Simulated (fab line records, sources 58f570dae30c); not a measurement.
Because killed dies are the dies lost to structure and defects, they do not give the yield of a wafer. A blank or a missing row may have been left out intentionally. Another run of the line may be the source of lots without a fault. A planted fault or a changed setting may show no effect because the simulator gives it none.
Which of the tools did it? :: flow berkeleyCmos170 :: Sampling: 15 lots, 45 wafers, 5 of 331 route steps

## WHAT THE GAUGES SHOWED, per wafer
UCB170_PSD_TW_MEAS_10.
lot: L298
measured: day 6 03:03
on: filmMetro-04
PSD_TW: 2349 2362 2359

lot: L299
measured: day 6 15:05
on: filmMetro-04
PSD_TW: 2339 2362 2356

lot: L300
measured: day 7 03:32
on: filmMetro-03
PSD_TW: 2346 2340 2340

lot: L302
measured: day 7 03:27
on: filmMetro-04
PSD_TW: 2356 2350 2356

lot: L303
measured: day 7 13:17
on: filmMetro-03
PSD_TW: 30

lot: L304
measured: day 8 01:22
on: filmMetro-01
PSD_TW: 30 30

lot: L306
measured: day 8 06:44
on: filmMetro-01
PSD_TW: 30

lot: L314
measured: day 10 02:30
on: filmMetro-04
PSD_TW: 2379 2373 2371

lot: L313
measured: day 10 02:32
on: filmMetro-01
PSD_TW: 2319 2345 2330

lot: L316
measured: day 10 02:47
on: filmMetro-03
PSD_TW: 2366 2357 2377

lot: L315
measured: day 10 03:29
on: filmMetro-04
PSD_TW: 2359 2366 2378

lot: L318
measured: day 11 05:49
on: filmMetro-01
PSD_TW: 2318 2337 2345

lot: L319
measured: day 11 06:05
on: filmMetro-04
PSD_TW: 2341 2344 2349

lot: L317
measured: day 11 06:55
on: filmMetro-01
PSD_TW: 2332 2333 2333

lot: L321
measured: day 12 00:26
on: filmMetro-03
PSD_TW: 2344 2351 2349

UCB170_M2_OVL_MEAS_16.
lot: L298
measured: day 6 23:10
on: overlay-02
M2_OVL (nm): -3 -5 -10

lot: L299
measured: day 7 11:43
on: overlay-01
M2_OVL (nm): -3 -3 -5

lot: L300
measured: day 8 02:25
on: overlay-01
M2_OVL (nm): -10 -10 0

lot: L302
measured: day 8 02:10
on: overlay-02
M2_OVL (nm): -3 -4 -3

lot: L303
measured: day 8 11:33
on: overlay-02
M2_OVL (nm): -2

lot: L304
measured: day 9 00:56
on: overlay-02
M2_OVL (nm): 6 -3

lot: L306
measured: day 9 01:33
on: overlay-01
M2_OVL (nm): 1

lot: L314
measured: day 11 06:55
on: overlay-01
M2_OVL (nm): 0 -5 -7

lot: L313
measured: day 11 07:28
on: overlay-02
M2_OVL (nm): -5 0 -3

lot: L316
measured: day 11 07:43
on: overlay-01
M2_OVL (nm): -2 -6 -5

lot: L315
measured: day 11 06:28
on: overlay-01
M2_OVL (nm): -6 -11 -10

lot: L318
measured: day 12 05:58
on: overlay-01
M2_OVL (nm): -1 2 2

lot: L319
measured: day 12 06:38
on: overlay-01
M2_OVL (nm): -4 6 6

lot: L317
measured: day 12 05:55
on: overlay-02
M2_OVL (nm): -2 -9 0

lot: L321
measured: day 13 05:52
on: overlay-02
M2_OVL (nm): -3 -7 -4

## WHAT TOOL EACH LOT RAN ON (gives the tool, then ch and the chambers of the sampled wafers, and finally the start)
lot: L298
UCB170_NLDD_STRIP_10: plasmaAsher-01 ch 0,1, day 5 21:16
UCB170_PSD_STRIP_09: plasmaAsher-02 ch 0,1, day 6 02:56
UCB170_CONTACT_ETCH_18: rieDiel-01 ch 0,1, day 6 23:10 or earlier

lot: L299
UCB170_NLDD_STRIP_10: plasmaAsher-03 ch 0,1, day 6 06:59
UCB170_PSD_STRIP_09: plasmaAsher-04 ch 0,1, day 6 14:59
UCB170_CONTACT_ETCH_18: rieDiel-04 ch 0,1,2, day 7 11:43 or earlier

lot: L300
UCB170_NLDD_STRIP_10: plasmaAsher-03 ch 0,1, day 6 21:47
UCB170_PSD_STRIP_09: plasmaAsher-02 ch 1, day 7 03:25
UCB170_CONTACT_ETCH_18: rieDiel-04 ch 0,1, day 8 02:25 or earlier

lot: L302
UCB170_NLDD_STRIP_10: plasmaAsher-02 ch 0,1, day 6 22:07
UCB170_PSD_STRIP_09: plasmaAsher-03 ch 0,1, day 7 03:21
UCB170_CONTACT_ETCH_18: rieDiel-01 ch 0,1,3, day 8 02:10 or earlier

lot: L303
UCB170_NLDD_STRIP_10: plasmaAsher-01 ch 0,1, day 7 05:46
UCB170_PSD_STRIP_09: plasmaAsher-03 ch 0, day 7 13:12
UCB170_CONTACT_ETCH_18: rieDiel-04 ch 3, day 8 11:33 or earlier

lot: L304
UCB170_NLDD_STRIP_10: plasmaAsher-01 ch 0,1, day 7 17:38
UCB170_PSD_STRIP_09: plasmaAsher-04 ch 0, day 8 01:16
UCB170_CONTACT_ETCH_18: rieDiel-02 ch 1,3, day 9 00:56 or earlier

lot: L306
UCB170_NLDD_STRIP_10: plasmaAsher-03 ch 0,1, day 8 00:26
UCB170_PSD_STRIP_09: plasmaAsher-02 ch 1, day 8 06:39
UCB170_CONTACT_ETCH_18: rieDiel-04 ch 3, day 9 01:33 or earlier

lot: L314
UCB170_NLDD_STRIP_10: plasmaAsher-02 ch 0,1, day 9 21:47
UCB170_PSD_STRIP_09: plasmaAsher-04 ch 0,1, day 10 02:24
UCB170_CONTACT_ETCH_18: rieDiel-04 ch 1,2,3, day 11 06:55 or earlier

lot: L313
UCB170_NLDD_STRIP_10: plasmaAsher-03 ch 0,1, day 9 22:02
UCB170_PSD_STRIP_09: plasmaAsher-03 ch 0,1, day 10 02:26
UCB170_CONTACT_ETCH_18: rieDiel-04 ch 0,2,3, day 11 07:28 or earlier

lot: L316
UCB170_NLDD_STRIP_10: plasmaAsher-02 ch 0,1, day 9 22:19
UCB170_PSD_STRIP_09: plasmaAsher-02 ch 0,1, day 10 02:42
UCB170_CONTACT_ETCH_18: rieDiel-02 ch 0,1, day 11 07:43 or earlier

lot: L315
UCB170_NLDD_STRIP_10: plasmaAsher-03 ch 0,1, day 9 22:31
UCB170_PSD_STRIP_09: plasmaAsher-04 ch 0,1, day 10 03:23
UCB170_CONTACT_ETCH_18: rieDiel-02 ch 2,3, day 11 06:28 or earlier

lot: L318
UCB170_NLDD_STRIP_10: plasmaAsher-01 ch 0,1, day 11 00:10
UCB170_PSD_STRIP_09: plasmaAsher-03 ch 0,1, day 11 05:43
UCB170_CONTACT_ETCH_18: rieDiel-02 ch 0,1,3, day 12 05:58 or earlier

lot: L319
UCB170_NLDD_STRIP_10: plasmaAsher-01 ch 0,1, day 11 00:40
UCB170_PSD_STRIP_09: plasmaAsher-04 ch 0,1, day 11 05:59
UCB170_CONTACT_ETCH_18: rieDiel-02 ch 0,1, day 12 06:38 or earlier

lot: L317
UCB170_NLDD_STRIP_10: plasmaAsher-02 ch 0,1, day 11 00:56
UCB170_PSD_STRIP_09: plasmaAsher-02 ch 0,1, day 11 06:50
UCB170_CONTACT_ETCH_18: rieDiel-02 ch 0,1, day 12 05:55 or earlier

lot: L321
UCB170_NLDD_STRIP_10: plasmaAsher-01 ch 0,1, day 11 18:05
UCB170_PSD_STRIP_09: plasmaAsher-03 ch 0,1, day 12 00:20
UCB170_CONTACT_ETCH_18: rieDiel-04 ch 0,2, day 13 05:52 or earlier
- UCB170_NLDD_STRIP_10: strips in O2.
- UCB170_PSD_STRIP_09: strips in O2.
- UCB170_CONTACT_ETCH_18: etches PSG in CHF3/CF4/Ar, stops on TiSi2, target depth 840 nm, time 195 s.

## WHAT THE TOOLS THEMSELVES READ (means of the sampled wafers that have a number; where no wafer has one, the mark that the record gives instead)
UCB170_NLDD_STRIP_10.
lot: L298
tool: plasmaAsher-01
chamberPressureMTorr (mTorr): 3498
drypumpMotorCurrentA (A): 6.0
oesProductAu (a.u.): 0.740
stripTimeToEndpointS (s): 21.62

lot: L299
tool: plasmaAsher-03
chamberPressureMTorr (mTorr): 3501
drypumpMotorCurrentA (A): 6.1
oesProductAu (a.u.): 0.734
stripTimeToEndpointS (s): 21.72

lot: L300
tool: plasmaAsher-03
chamberPressureMTorr (mTorr): 3500
drypumpMotorCurrentA (A): 6.1
oesProductAu (a.u.): 0.736
stripTimeToEndpointS (s): 21.72

lot: L302
tool: plasmaAsher-02
chamberPressureMTorr (mTorr): 3499
drypumpMotorCurrentA (A): 5.3
oesProductAu (a.u.): 0.737
stripTimeToEndpointS (s): 21.63

lot: L303
tool: plasmaAsher-01
chamberPressureMTorr (mTorr): -
drypumpMotorCurrentA (A): -
oesProductAu (a.u.): -
stripTimeToEndpointS (s): -

lot: L304
tool: plasmaAsher-01
chamberPressureMTorr (mTorr): -
drypumpMotorCurrentA (A): -
oesProductAu (a.u.): -
stripTimeToEndpointS (s): -

lot: L306
tool: plasmaAsher-03
chamberPressureMTorr (mTorr): -
drypumpMotorCurrentA (A): -
oesProductAu (a.u.): -
stripTimeToEndpointS (s): -

lot: L314
tool: plasmaAsher-02
chamberPressureMTorr (mTorr): 3498
drypumpMotorCurrentA (A): 5.3
oesProductAu (a.u.): 0.737
stripTimeToEndpointS (s): 21.69

lot: L313
tool: plasmaAsher-03
chamberPressureMTorr (mTorr): 3500
drypumpMotorCurrentA (A): 6.1
oesProductAu (a.u.): 0.734
stripTimeToEndpointS (s): 21.57

lot: L316
tool: plasmaAsher-02
chamberPressureMTorr (mTorr): 3502
drypumpMotorCurrentA (A): 5.3
oesProductAu (a.u.): 0.734
stripTimeToEndpointS (s): 21.70

lot: L315
tool: plasmaAsher-03
chamberPressureMTorr (mTorr): 3503
drypumpMotorCurrentA (A): 6.0
oesProductAu (a.u.): 0.734
stripTimeToEndpointS (s): 21.60

lot: L318
tool: plasmaAsher-01
chamberPressureMTorr (mTorr): 3499
drypumpMotorCurrentA (A): 5.5
oesProductAu (a.u.): 0.734
stripTimeToEndpointS (s): 21.60

lot: L319
tool: plasmaAsher-01
chamberPressureMTorr (mTorr): 3501
drypumpMotorCurrentA (A): 6.1
oesProductAu (a.u.): 0.731
stripTimeToEndpointS (s): 21.72

lot: L317
tool: plasmaAsher-02
chamberPressureMTorr (mTorr): 3500
drypumpMotorCurrentA (A): 5.3
oesProductAu (a.u.): 0.732
stripTimeToEndpointS (s): 21.59

lot: L321
tool: plasmaAsher-01
chamberPressureMTorr (mTorr): 3499
drypumpMotorCurrentA (A): 5.5
oesProductAu (a.u.): 0.736
stripTimeToEndpointS (s): 21.56

UCB170_PSD_STRIP_09.
lot: L298
tool: plasmaAsher-02
chamberPressureMTorr (mTorr): 3499
drypumpMotorCurrentA (A): 5.3
oesProductAu (a.u.): 0.600
stripTimeToEndpointS (s): 29.52

lot: L299
tool: plasmaAsher-04
chamberPressureMTorr (mTorr): 3502
drypumpMotorCurrentA (A): 6.3
oesProductAu (a.u.): 0.601
stripTimeToEndpointS (s): 29.39

lot: L300
tool: plasmaAsher-02
chamberPressureMTorr (mTorr): 3501
drypumpMotorCurrentA (A): 5.4
oesProductAu (a.u.): 0.603
stripTimeToEndpointS (s): 29.48

lot: L302
tool: plasmaAsher-03
chamberPressureMTorr (mTorr): 3497
drypumpMotorCurrentA (A): 6.1
oesProductAu (a.u.): 0.599
stripTimeToEndpointS (s): 29.37

lot: L303
tool: plasmaAsher-03
chamberPressureMTorr (mTorr): 3495
drypumpMotorCurrentA (A): 6.2
oesProductAu (a.u.): 0.661
stripTimeToEndpointS (s): 55.71

lot: L304
tool: plasmaAsher-04
chamberPressureMTorr (mTorr): 3498
drypumpMotorCurrentA (A): 6.6
oesProductAu (a.u.): 0.667
stripTimeToEndpointS (s): 55.71

lot: L306
tool: plasmaAsher-02
chamberPressureMTorr (mTorr): 3508
drypumpMotorCurrentA (A): 5.4
oesProductAu (a.u.): 0.666
stripTimeToEndpointS (s): 55.74

lot: L314
tool: plasmaAsher-04
chamberPressureMTorr (mTorr): 3500
drypumpMotorCurrentA (A): 6.2
oesProductAu (a.u.): 0.594
stripTimeToEndpointS (s): 29.42

lot: L313
tool: plasmaAsher-03
chamberPressureMTorr (mTorr): 3500
drypumpMotorCurrentA (A): 6.0
oesProductAu (a.u.): 0.602
stripTimeToEndpointS (s): 29.41

lot: L316
tool: plasmaAsher-02
chamberPressureMTorr (mTorr): 3497
drypumpMotorCurrentA (A): 5.3
oesProductAu (a.u.): 0.601
stripTimeToEndpointS (s): 29.35

lot: L315
tool: plasmaAsher-04
chamberPressureMTorr (mTorr): 3501
drypumpMotorCurrentA (A): 6.2
oesProductAu (a.u.): 0.604
stripTimeToEndpointS (s): 29.43

lot: L318
tool: plasmaAsher-03
chamberPressureMTorr (mTorr): 3500
drypumpMotorCurrentA (A): 6.1
oesProductAu (a.u.): 0.602
stripTimeToEndpointS (s): 29.41

lot: L319
tool: plasmaAsher-04
chamberPressureMTorr (mTorr): 3502
drypumpMotorCurrentA (A): 6.3
oesProductAu (a.u.): 0.599
stripTimeToEndpointS (s): 29.46

lot: L317
tool: plasmaAsher-02
chamberPressureMTorr (mTorr): 3502
drypumpMotorCurrentA (A): 5.3
oesProductAu (a.u.): 0.603
stripTimeToEndpointS (s): 29.34

lot: L321
tool: plasmaAsher-03
chamberPressureMTorr (mTorr): 3499
drypumpMotorCurrentA (A): 6.2
oesProductAu (a.u.): 0.600
stripTimeToEndpointS (s): 29.56

UCB170_CONTACT_ETCH_18.
lot: L298
tool: rieDiel-01
drypumpMotorCurrentA (A): 6.2
oesProductAu (a.u.): 0.888
throttleValvePct (%): 6.74

lot: L299
tool: rieDiel-04
drypumpMotorCurrentA (A): 5.7
oesProductAu (a.u.): 0.885
throttleValvePct (%): 7.02

lot: L300
tool: rieDiel-04
drypumpMotorCurrentA (A): 5.6
oesProductAu (a.u.): 0.886
throttleValvePct (%): 7.06

lot: L302
tool: rieDiel-01
drypumpMotorCurrentA (A): 6.1
oesProductAu (a.u.): 0.890
throttleValvePct (%): 6.87

lot: L303
tool: rieDiel-04
drypumpMotorCurrentA (A): 5.8
oesProductAu (a.u.): 0.877
throttleValvePct (%): 6.96

lot: L304
tool: rieDiel-02
drypumpMotorCurrentA (A): 5.7
oesProductAu (a.u.): 0.905
throttleValvePct (%): 6.87

lot: L306
tool: rieDiel-04
drypumpMotorCurrentA (A): 5.8
oesProductAu (a.u.): 0.876
throttleValvePct (%): 6.97

lot: L314
tool: rieDiel-04
drypumpMotorCurrentA (A): 5.8
oesProductAu (a.u.): 0.882
throttleValvePct (%): 7.04

lot: L313
tool: rieDiel-04
drypumpMotorCurrentA (A): 5.8
oesProductAu (a.u.): 0.886
throttleValvePct (%): 6.99

lot: L316
tool: rieDiel-02
drypumpMotorCurrentA (A): 5.6
oesProductAu (a.u.): 0.912
throttleValvePct (%): 7.05

lot: L315
tool: rieDiel-02
drypumpMotorCurrentA (A): 5.6
oesProductAu (a.u.): 0.898
throttleValvePct (%): 6.77

lot: L318
tool: rieDiel-02
drypumpMotorCurrentA (A): 5.6
oesProductAu (a.u.): 0.904
throttleValvePct (%): 6.94

lot: L319
tool: rieDiel-02
drypumpMotorCurrentA (A): 5.5
oesProductAu (a.u.): 0.900
throttleValvePct (%): 7.04

lot: L317
tool: rieDiel-02
drypumpMotorCurrentA (A): 5.5
oesProductAu (a.u.): 0.905
throttleValvePct (%): 7.07

lot: L321
tool: rieDiel-04
drypumpMotorCurrentA (A): 5.7
oesProductAu (a.u.): 0.888
throttleValvePct (%): 6.98

## THE ANSWER, worked out from the rows above alone
Rule: the usual values come from the lots themselves. Put in order of their means at a reading, lots are off if they are a third of the lots or fewer, leave a main group of 4 or more, and stand apart from it by a gap of 3 or more times the standard deviation of the main group's means; of several such gaps the widest counts. If all means in a main group match to the digits the tables above print for the reading, that group is not used. Also off: a lot with no number at a reading for which 4 or more lots have one. The other lots that the step has rows for count as sound. After the gauges, taken in route order, come the tools' own readings; for these a lot's mean is taken, as printed above. At the first step where some lot is off, the reading lying furthest off is the one used; lots without a number count as furthest.
Off: L303, L304, L306, seen at UCB170_PSD_TW_MEAS_10 (PSD_TW). The main group: mean 2350, standard deviation 14.
A tool fits if, at a process step before that reading, it ran every lot that is off, and no sound lot after the first of them. Not tried: the gauges at UCB170_PSD_TW_MEAS_10; whatever is off there is also off at UCB170_NLDD_STRIP_10, on other tools, and gauge error can't account for it. None of those tried fits.

## WHAT WAS PUT IN BY THE SIMULATOR
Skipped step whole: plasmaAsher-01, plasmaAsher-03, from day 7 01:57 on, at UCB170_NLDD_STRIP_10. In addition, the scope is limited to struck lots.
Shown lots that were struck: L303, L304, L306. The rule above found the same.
